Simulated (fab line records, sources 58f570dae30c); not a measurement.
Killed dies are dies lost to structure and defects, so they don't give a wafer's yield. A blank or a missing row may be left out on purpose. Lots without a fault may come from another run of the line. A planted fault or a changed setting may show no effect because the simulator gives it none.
Problem report in the 8D (eight disciplines) form, filled by code | flow berkeley_cmos170 | the parts of the form that need people (team, actions taken, sign-off) are left out

1. THE PROBLEM
beam_energy_keV at UCB170_NLDD_IMPLANT_09 reads a mean of 32.295 on 6 wafers of 2 lots; wafers without a fault read 30.000 with a standard deviation of 0.0089. That is +99 or more standard deviations from the usual mean.
First seen on wafer L642.1, day 8 23:38, on implanter-01. The record holds 18 wafers of 6 lots with a number at this step. Rule for "out", or "out of limits": more than 4 standard deviations from the usual mean. The other wafers with a number count as sound.

2. WHAT IT IS AND WHAT IT IS NOT
question                    | is                     | is not
which readings at this step | beam_energy_keV        | faraday_current_uA
which lots                  | L640, L642             | L630, L636, L649, L651
which wafers of those lots  | all that have a number | -
read on which tools         | implanter-01           | implanter-03, implanter-04
when                        | from day 8 23:38       | up to then (6 sound wafers); but 6 sound wafers of L649, L651 came after

3. SUSPECTS, AND WHAT RULES EACH OUT
Counting: a tool at a process step up to the reading stays a suspect if it ran every lot that is out and no sound lot after the first of them.
- implanter-01 at UCB170_NLDD_IMPLANT_09: kept. It ran every lot that is out, first L642 (day 8 23:38), and no sound lot after that; its last sound lot up to then is L630 (day 6 13:50). Its own readings are out on those wafers: beam_energy_keV.
Left after counting: implanter-01 at UCB170_NLDD_IMPLANT_09.

4. THE CAUSE (what the simulator had put in)
Process parameter drift: implanter-01, from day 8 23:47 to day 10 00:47, at UCB170_NLDD_IMPLANT_09. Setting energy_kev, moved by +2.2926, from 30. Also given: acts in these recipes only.
Counting left only this tool.

5. THE CHAIN OF EFFECTS, in route order
Each row: a reading whose mean over the struck wafers that have a number lies more than 3 standard deviations from the usual. Only readings for which the record gives a usual standard deviation are gone through. hours: the time from each lot's start at the first step in this table that gives one to its start at this step, as a median over the lots. sigmas: the change in usual standard deviations.
hours | step                   | reading         | usual  | on struck wafers | change | sigmas
0     | UCB170_NLDD_IMPLANT_09 | beam_energy_keV | 30.000 | 32.295           | +2.295 | +99 or more
The process steps in it:
- UCB170_NLDD_IMPLANT_09

6. WHAT WOULD HAVE CAUGHT IT SOONER
In this record the first reading out of limits was taken at day 8 23:38.
